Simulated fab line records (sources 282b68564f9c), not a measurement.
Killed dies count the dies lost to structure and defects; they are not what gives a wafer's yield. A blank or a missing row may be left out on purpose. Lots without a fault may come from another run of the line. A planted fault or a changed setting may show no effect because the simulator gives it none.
fab line records	flow rit_cmos
record lots=6	wafers=18	last_day=7
route steps=202 shown SDANNEAL@155 PSD@157 NSD@158 PLDD@159 NLDD@160 SILICIDE@161 CONTACT@168 M1@202
lots that met no fault: from a run of the same line without faults
start_h: start of the lot's first displayed wafer, in hours after the record's first day	wait_h: hours from the lot's prior step to this one	" as in the row above	L1.1+2: a row that stands for several wafers	- either no value or no given start	* or withheld: withheld	< > ~ a bound
route shown NAME@n: a module of which the file shows steps, and the number in the route of the first	usual: the fault-free wafers' mean and standard deviation	same: alike in all rows	chamber/n: place in a boat	sites: each site's reading	_std_site: the standard deviation of these	_edge_site: outer sites' mean less inner sites'	radius_mm: how far each site lies from the wafer's centre	mask NAME#n: copy n	behind: tool/chamber where the wafer was last shaped	hold: cause of the lot's hold/its duration in hours/its outcome	device: transistor that didn't switch, given as n, p or np	end of line: the same wafers' tests at the end of the route	where a step has no rows: the recipe by itself	killed: count of dies lost to structure and defects at first sort (not the wafer's yield)	map: dies across one wafer; x = killed, . = not, _ = none there
set.NAME: the run value of the setting; set.NAME@STEP: its run value at that earlier step	model.NAME: the simulator's own value behind a step, which no gauge read
lots seen at some steps along the route; tables by step, rows by wafer
services: when a tool's chamber went out of use (start_h, in hours from the record's first day, below 0 if earlier), for how many hours, and the reason
## steps
# step RIT_SDANNEAL_CLEAN_02
# recipe chemistry=SC2	mix=3:3:50	time_s=600	temp_c=75	dry=n2_spin
# step RIT_SDANNEAL_RTA_03
# recipe temp_c=1050	time_s=5	idle_temp_c=600	ramp_up_c_per_s=342	ramp_down_c_per_s=171	cool_to_c=600	ambient=N2
# usual wafer_temp_C_max=1053.3/1.2
lot.wafer	tool	chamber	start_h	wait_h	wafer_temp_C_max
L613.1	rtp_anneal-01	0	97.44	0.0	1052.3
L613.2	"	0	"	"	1056.3
L613.6	"	0	"	"	1051.8
L614.1	rtp_anneal-02	0	102.63	0.0	1051.8
L614.5	"	0	"	"	1054.2
L614.6	"	0	"	"	1052.5
L616.3	rtp_anneal-02	0	109.11	0.0	1052.2
L616.4	"	0	"	"	1054.0
L616.6	"	0	"	"	1053.9
L621.2	rtp_anneal-01	0	134.97	0.0	1056.4
L621.3	"	0	"	"	1054.2
L621.6	"	0	"	"	1054.0
L624.1	rtp_anneal-02	0	152.52	0.0	1053.9
L624.2	"	0	"	"	1054.0
L624.5	"	0	"	"	1053.4
L626.3	rtp_anneal-02	0	168.96	0.0	1052.0
L626.4	"	0	"	"	1054.4
L626.5	"	0	"	"	1052.8
# step RIT_SDANNEAL_RS_MEAS_04
# recipe thk_meas_gauge=four-point-probe
# usual PSD_RS=115.79/0.3
lot.wafer	tool	chamber	start_h	wait_h	PSD_RS[ohm/sq]
L613.1	film_metro-04	-	97.50	0.0	115.49
L613.2	"	-	"	"	115.87
L613.6	"	-	"	"	115.79
L614.1	film_metro-03	-	102.69	0.0	116.22
L614.5	"	-	"	"	115.94
L614.6	"	-	"	"	116.00
L616.3	film_metro-01	-	109.19	0.1	115.42
L616.4	"	-	"	"	115.56
L616.6	"	-	"	"	115.56
L621.2	film_metro-01	-	135.04	0.1	115.98
L621.3	"	-	"	"	116.01
L621.6	"	-	"	"	115.79
L624.1	film_metro-01	-	152.58	0.0	116.28
L624.2	"	-	"	"	115.98
L624.5	"	-	"	"	115.90
L626.3	film_metro-04	-	169.04	0.1	115.17
L626.4	"	-	"	"	115.31
L626.5	"	-	"	"	115.34
# step RIT_SDANNEAL_RS_MEAS_05
# recipe thk_meas_gauge=four-point-probe
# usual NSD_RS=84.39/0.23
lot.wafer	tool	chamber	start_h	wait_h	NSD_RS[ohm/sq]
L613.1	film_metro-04	-	97.62	0.1	84.32
L613.2	"	-	"	"	84.34
L613.6	"	-	"	"	84.33
L614.1	film_metro-03	-	102.81	0.1	84.47
L614.5	"	-	"	"	84.55
L614.6	"	-	"	"	84.50
L616.3	film_metro-01	-	109.31	0.1	84.28
L616.4	"	-	"	"	84.48
L616.6	"	-	"	"	84.62
L621.2	film_metro-01	-	135.16	0.1	84.22
L621.3	"	-	"	"	84.23
L621.6	"	-	"	"	84.11
L624.1	film_metro-01	-	152.70	0.1	84.53
L624.2	"	-	"	"	84.25
L624.5	"	-	"	"	84.57
L626.3	film_metro-04	-	169.16	0.1	84.16
L626.4	"	-	"	"	84.26
L626.5	"	-	"	"	84.18
# step RIT_SDANNEAL_RS_MEAS_06
# recipe thk_meas_gauge=four-point-probe
# usual PLDD_RS=178.4/0.39
lot.wafer	tool	chamber	start_h	wait_h	PLDD_RS[ohm/sq]
L613.1	film_metro-04	-	97.74	0.1	178.4
L613.2	"	-	"	"	178.5
L613.6	"	-	"	"	178.5
L614.1	film_metro-03	-	102.93	0.1	178.2
L614.5	"	-	"	"	179.0
L614.6	"	-	"	"	178.3
L616.3	film_metro-01	-	109.43	0.1	178.8
L616.4	"	-	"	"	178.5
L616.6	"	-	"	"	178.4
L621.2	film_metro-01	-	135.28	0.1	178.3
L621.3	"	-	"	"	178.6
L621.6	"	-	"	"	178.0
L624.1	film_metro-01	-	152.82	0.1	179.2
L624.2	"	-	"	"	179.1
L624.5	"	-	"	"	178.5
L626.3	film_metro-04	-	169.28	0.1	177.8
L626.4	"	-	"	"	177.9
L626.5	"	-	"	"	177.5
# step RIT_SDANNEAL_RS_MEAS_07
# recipe thk_meas_gauge=four-point-probe
# usual NLDD_RS=151.3/0.53
lot.wafer	tool	chamber	start_h	wait_h	NLDD_RS[ohm/sq]
L613.1	film_metro-04	-	97.86	0.1	151.3
L613.2	"	-	"	"	151.2
L613.6	"	-	"	"	151.1
L614.1	film_metro-03	-	103.05	0.1	150.1
L614.5	"	-	"	"	150.7
L614.6	"	-	"	"	150.1
L616.3	film_metro-01	-	109.55	0.1	151.1
L616.4	"	-	"	"	151.7
L616.6	"	-	"	"	151.7
L621.2	film_metro-01	-	135.40	0.1	150.9
L621.3	"	-	"	"	151.0
L621.6	"	-	"	"	151.5
L624.1	film_metro-01	-	152.94	0.1	151.5
L624.2	"	-	"	"	150.9
L624.5	"	-	"	"	151.6
L626.3	film_metro-04	-	169.40	0.1	150.7
L626.4	"	-	"	"	150.9
L626.5	"	-	"	"	151.3
# step RIT_SILICIDE_WET_ETCH_00
# recipe chemistry=BOE	target=SiO2	target_depth_nm=14	time_s=15	dry=n2_spin	dilution=10:1	temp_c=21.5
# step RIT_SILICIDE_SPUTTER_01
# recipe material=Ti	target_thk_nm=30	power_w=350	chamber_pressure_pa=0.667	gas=Ar	time_s=240	substrate_temp_c=25
# usual throttle_valve_pct=30.3/0.82
lot.wafer	tool	chamber	start_h	wait_h	throttle_valve_pct
L613.1	pvd_sputter-04	-	97.99	0.0	30.3
L613.2	"	-	"	"	29.2
L613.6	"	-	"	"	28.9
L614.1	pvd_sputter-03	-	103.18	0.0	29.8
L614.5	"	-	"	"	29.5
L614.6	"	-	"	"	29.3
L616.3	pvd_sputter-04	-	109.66	0.0	30.2
L616.4	"	-	"	"	31.6
L616.6	"	-	"	"	30.6
L621.2	pvd_sputter-01	-	135.52	0.0	31.7
L621.3	"	-	"	"	30.5
L621.6	"	-	"	"	30.7
L624.1	pvd_sputter-04	-	153.07	0.0	30.4
L624.2	"	-	"	"	31.6
L624.5	"	-	"	"	29.1
L626.3	pvd_sputter-04	-	169.51	0.0	30.2
L626.4	"	-	"	"	29.1
L626.5	"	-	"	"	29.2
# step RIT_SILICIDE_RS_MEAS_02
# recipe thk_meas_gauge=four-point-probe	reads=Ti_of_SILICIDE_SPUTTER_01
# usual SILICIDE_TI_RS=47.6/0.93
lot.wafer	tool	chamber	start_h	wait_h	SILICIDE_TI_RS[ohm/sq]
L613.1	film_metro-03	-	98.14	0.1	48.1
L613.2	"	-	"	"	48.5
L613.6	"	-	"	"	48.4
L614.1	film_metro-03	-	103.33	0.1	47.8
L614.5	"	-	"	"	46.2
L614.6	"	-	"	"	48.2
L616.3	film_metro-04	-	109.85	0.1	48.4
L616.4	"	-	"	"	48.2
L616.6	"	-	"	"	48.0
L621.2	film_metro-02	-	135.84	0.2	46.5
L621.3	"	-	"	"	47.0
L621.6	"	-	"	"	47.0
L624.1	film_metro-02	-	153.22	0.1	48.3
L624.2	"	-	"	"	48.2
L624.5	"	-	"	"	47.7
L626.3	film_metro-03	-	169.70	0.1	48.8
L626.4	"	-	"	"	47.8
L626.5	"	-	"	"	47.8
# step RIT_SILICIDE_THK_MEAS_03
# recipe thk_meas_gauge=xrf	reads=Ti_of_SILICIDE_SPUTTER_01
# usual SILICIDE_TI_THK=30.6/0.48
lot.wafer	tool	chamber	start_h	wait_h	SILICIDE_TI_THK[nm]
L613.1	film_metro-03	-	98.26	0.1	30.4
L613.2	"	-	"	"	30.2
L613.6	"	-	"	"	30.4
L614.1	film_metro-03	-	103.45	0.1	30.6
L614.5	"	-	"	"	31.4
L614.6	"	-	"	"	30.3
L616.3	film_metro-04	-	109.95	0.1	30.0
L616.4	"	-	"	"	30.2
L616.6	"	-	"	"	30.2
L621.2	film_metro-02	-	135.95	0.1	31.0
L621.3	"	-	"	"	30.7
L621.6	"	-	"	"	30.7
L624.1	film_metro-02	-	153.34	0.1	29.9
L624.2	"	-	"	"	29.9
L624.5	"	-	"	"	30.3
L626.3	film_metro-03	-	169.80	0.1	30.2
L626.4	"	-	"	"	30.7
L626.5	"	-	"	"	30.6
# step RIT_SILICIDE_RTA_04
# recipe temp_c=650	time_s=10	idle_temp_c=25	ramp_up_s=5	ramp_down_s=5	cool_to_c=25	ambient=N2
# usual wafer_temp_C_max=652.6/0.85
lot.wafer	tool	chamber	start_h	wait_h	wafer_temp_C_max
L613.1	rtp_anneal-02	0	98.32	0.1	651.7
L613.2	"	0	"	"	651.1
L613.6	"	0	"	"	651.9
L614.1	rtp_anneal-02	0	103.51	0.1	651.7
L614.5	"	0	"	"	653.0
L614.6	"	0	"	"	652.8
L616.3	rtp_anneal-01	0	110.01	0.1	653.8
L616.4	"	0	"	"	654.4
L616.6	"	0	"	"	653.7
L621.2	rtp_anneal-02	0	136.01	0.1	651.3
L621.3	"	0	"	"	652.8
L621.6	"	0	"	"	652.3
L624.1	rtp_anneal-01	0	153.40	0.1	653.3
L624.2	"	0	"	"	653.3
L624.5	"	0	"	"	652.8
L626.3	rtp_anneal-01	0	169.86	0.1	653.4
L626.4	"	0	"	"	652.8
L626.5	"	0	"	"	652.7
# step RIT_SILICIDE_WET_ETCH_05
# recipe chemistry=SPM	target=Ti	temp_c=90	time_s=120	dry=n2_spin
# step RIT_SILICIDE_RTA_06
# recipe temp_c=750	time_s=10	idle_temp_c=25	ramp_up_s=5	ramp_down_s=10	cool_to_c=25	ambient=N2
# usual wafer_temp_C_max=753.4/1.1
lot.wafer	tool	chamber	start_h	wait_h	wafer_temp_C_max
L613.1	rtp_anneal-01	0	98.43	0.0	754.5
L613.2	"	0	"	"	755.1
L613.6	"	0	"	"	754.8
L614.1	rtp_anneal-01	0	103.62	0.0	754.8
L614.5	"	0	"	"	755.0
L614.6	"	0	"	"	753.8
L616.3	rtp_anneal-02	0	110.12	0.0	751.6
L616.4	"	0	"	"	752.4
L616.6	"	0	"	"	752.8
L621.2	rtp_anneal-01	0	136.12	0.0	754.4
L621.3	"	0	"	"	752.8
L621.6	"	0	"	"	753.4
L624.1	rtp_anneal-02	0	153.51	0.0	692.7
L624.2	"	0	"	"	692.1
L624.5	"	0	"	"	692.3
L626.3	rtp_anneal-02	0	169.97	0.0	692.9
L626.4	"	0	"	"	693.4
L626.5	"	0	"	"	692.6
# step RIT_CONTACT_CVD_00
# recipe material=SiO2	target_thk_nm=400	precursor=TEOS	temp_c=390	time_s=61	rf_w=400
# usual heater_power_w=306/42
lot.wafer	tool	chamber	start_h	wait_h	heater_power_w
L613.1	pecvd-02	0	98.49	0.1	400
L613.2	"	2	"	"	299
L613.6	"	1	"	"	360
L614.1	pecvd-01	0	103.69	0.1	286
L614.5	"	2	"	"	383
L614.6	"	0	"	"	303
L616.3	pecvd-02	1	110.17	0.0	356
L616.4	"	1	"	"	358
L616.6	"	0	"	"	289
L621.2	pecvd-04	0	136.17	0.0	285
L621.3	"	1	"	"	289
L621.6	"	2	"	"	270
L624.1	pecvd-04	2	153.58	0.1	289
L624.2	"	1	"	"	305
L624.5	"	2	"	"	205
L626.3	pecvd-01	0	170.01	0.0	262
L626.4	"	2	"	"	330
L626.5	"	1	"	"	217
# step RIT_M1_PROBE_99
# usual killed_at_M0_to_M3=0.0/0.2	killed_at_contacts=0.1/0.31	killed_at_front_end=7/3	killed_dies=7/3	killed_open=3.8/2.1	killed_short=3.6/1.9
# same gross_dies=264	killed_at_M4_up=0	killed_at_back_side=0	killed_at_other=0
lot.wafer	tool	chamber	start_h	wait_h	killed_at_M0_to_M3	killed_at_contacts	killed_at_front_end	killed_dies	killed_open	killed_short	model.etest.npoly_sal.rs_ohm_sq	model.etest.ppoly_sal.rs_ohm_sq	model.etest.pplus_sal.rs_ohm_sq	model.etest.nplus_sal.rs_ohm_sq	model.etest.pplus_sal.line_ohm_um	model.etest.nplus_sal.line_ohm_um	model.etest.contact_npoly.rc_ohm	model.etest.contact_nplus.rc_ohm
L613.1	prober-01	-	105.00	0.1	1	0	6	7	4	3	4.387	4.362	4.377	4.371	1.279	1.264	1.355	1.43
L613.2	prober-01	-	105.05	0.1	0	0	8	8	3	5	4.419	4.371	4.38	4.359	1.257	1.24	1.42	1.395
L613.6	prober-01	-	105.25	0.2	0	0	7	7	5	2	4.407	4.383	4.344	4.308	1.252	1.285	1.428	1.385
L614.1	prober-02	-	110.30	0.1	0	0	10	10	6	4	4.381	4.374	4.368	4.349	1.252	1.252	1.375	1.409
L614.5	prober-02	-	110.50	0.2	0	0	14	14	7	7	4.25	4.244	4.198	4.197	1.218	1.212	1.356	1.334
L614.6	prober-02	-	110.55	0.2	0	0	14	14	5	9	4.385	4.35	4.357	4.345	1.253	1.282	1.343	1.394
L616.3	prober-02	-	116.98	0.2	0	0	9	9	6	3	4.392	4.37	4.325	4.331	1.255	1.263	1.405	1.393
L616.4	prober-02	-	117.03	0.2	0	0	4	4	1	3	4.364	4.324	4.307	4.305	1.249	1.247	1.332	1.382
L616.6	prober-02	-	117.13	0.2	0	0	9	9	6	3	4.322	4.302	4.301	4.264	1.248	1.258	1.385	1.402
L621.2	prober-01	-	142.77	0.1	0	1	4	5	2	3	4.249	4.221	4.229	4.24	1.226	1.229	1.373	1.315
L621.3	prober-01	-	142.82	0.2	0	0	4	4	2	2	4.296	4.246	4.25	4.234	1.257	1.245	1.373	1.339
L621.6	prober-01	-	142.97	0.2	0	0	8	8	6	2	4.281	4.232	4.239	4.249	1.225	1.235	1.347	1.345
L624.1	prober-02	-	160.34	0.1	0	0	4	4	3	1	14.03	13.67	13.57	13.45	3.913	3.865	3.893	3.807
L624.2	prober-02	-	160.39	0.1	0	0	7	7	6	1	13.98	13.56	13.57	13.47	3.892	3.83	3.919	3.986
L624.5	prober-02	-	160.54	0.2	0	0	3	3	2	1	13.79	13.4	13.34	13.25	3.926	3.899	3.909	3.982
L626.3	prober-02	-	176.60	0.2	0	0	12	12	5	7	14.03	13.74	13.74	13.59	3.865	3.932	3.856	3.942
L626.4	prober-02	-	176.65	0.2	0	0	7	7	3	4	13.75	13.45	13.48	13.36	3.893	3.86	3.831	3.905
L626.5	prober-02	-	176.70	0.2	0	0	5	5	0	5	13.73	13.5	13.51	13.34	3.836	3.891	3.971	3.741
# killed by level:class
L613.1 GATE:geometric_particle:open=3 GATE:geometric_particle:short=2 SPACER:geometric_particle:open=1 M1:geometric_particle:short=1
L613.2 GATE:geometric_particle:short=2 REOX:geometric_particle:short=2 FOX1:geometric_particle:short=1 FOX2:geometric_particle:open=1 GATE:geometric_particle:open=1 REOX:geometric_particle:open=1
L613.6 FOX1:geometric_particle:open=1 FOX2:geometric_particle:short=1 FOX2:geometric_particle:open=1 GATE:geometric_particle:short=1 GATE:geometric_particle:open=1 REOX:geometric_particle:open=1 SPACER:geometric_particle:open=1
L614.1 GATE:geometric_particle:open=3 FOX1:geometric_particle:open=2 SPACER:geometric_particle:short=2 FOX1:geometric_particle:short=1 GATE:geometric_particle:short=1 REOX:geometric_particle:open=1
L614.5 GATE:geometric_particle:short=5 GATE:geometric_particle:open=5 SPACER:geometric_particle:open=2 SPACER:geometric_particle:short=2
L614.6 GATE:geometric_particle:short=3 SPACER:geometric_particle:short=3 SPACER:geometric_particle:open=3 GATE:geometric_particle:open=2 FOX1:geometric_particle:short=1 FOX2:geometric_particle:short=1 SILICIDE:geometric_particle:short=1
L616.3 SILICIDE:geometric_particle:short=3 GATE:geometric_particle:open=2 SILICIDE:geometric_particle:open=2 REOX:geometric_particle:open=1 SPACER:geometric_particle:open=1
L616.4 GATE:geometric_particle:short=1 GATE:geometric_particle:open=1 SPACER:geometric_particle:short=1 SILICIDE:geometric_particle:short=1
L616.6 FOX2:geometric_particle:open=2 SILICIDE:geometric_particle:open=2 FOX1:geometric_particle:open=1 FOX2:geometric_particle:short=1 GATE:geometric_particle:short=1 GATE:geometric_particle:open=1 SPACER:geometric_particle:short=1
L621.2 GATE:geometric_particle:short=1 REOX:geometric_particle:open=1 REOX:geometric_particle:short=1 SPACER:geometric_particle:short=1 CONTACT:geometric_particle:open=1
L621.3 FOX1:geometric_particle:open=1 FOX2:geometric_particle:short=1 GATE:geometric_particle:short=1 REOX:geometric_particle:open=1
L621.6 REOX:geometric_particle:open=2 SILICIDE:geometric_particle:open=2 FOX1:geometric_particle:open=1 GATE:geometric_particle:open=1 GATE:geometric_particle:short=1 SILICIDE:geometric_particle:short=1
L624.1 ACTIVE:geometric_particle:open=1 FOX2:geometric_particle:open=1 GATE:geometric_particle:short=1 SPACER:geometric_particle:open=1
L624.2 GATE:geometric_particle:open=5 FOX1:geometric_particle:open=1 GATE:geometric_particle:short=1
L624.5 FOX1:geometric_particle:open=2 FOX1:geometric_particle:short=1
L626.3 FOX1:geometric_particle:open=2 GATE:geometric_particle:short=2 REOX:geometric_particle:short=2 FOX1:geometric_particle:short=1 GATE:geometric_particle:open=1 REOX:geometric_particle:open=1 SPACER:geometric_particle:open=1 SPACER:geometric_particle:short=1
L626.4 SILICIDE:geometric_particle:short=2 GATE:geometric_particle:short=1 GATE:geometric_particle:open=1 REOX:geometric_particle:open=1 SPACER:geometric_particle:short=1 SILICIDE:geometric_particle:open=1
L626.5 GATE:geometric_particle:short=2 SPACER:geometric_particle:short=2 SILICIDE:geometric_particle:short=1
## services
tool	chamber	start_h	hours	kind
pecvd-04	-	106.70	6.0	pm
pvd_sputter-03	-	107.04	37.1	repair
pvd_sputter-01	-	141.84	0.8	repair
pvd_sputter-01	-	153.88	5.6	repair
## key
first_sign step=RIT_SILICIDE_RTA_06	reading=wafer_temp_C_max	direction=down	sigmas=57	usual=*	struck=*
effect none on later readings
model_effect step=RIT_M1_PROBE_99	value=etest.npoly_sal.rs_ohm_sq	without=4.375	struck=13.88
met_at RIT_SILICIDE_RTA_06
struck_wafers L624.1,L624.2,L624.5,L626.3,L626.4,L626.5
tester_left_out L624,L626
onset_between 110.12 153.51
fault kind=process_parameter_drift	tool=rtp_anneal-02	chamber=-	onset_h=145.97	steps=RIT_SILICIDE_RTA_06	channel=temp_c	offset=*	shape=step	end_h=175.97	acts_in=*	stated=*
# tester_left_out: of these lots the tester's yield and bins aren't shown, on N5 and GAA mostly nor the transistor test; their killed dies are dies lost to structure and defects alone, not to doping, threshold or leakage, so they don't give the yield
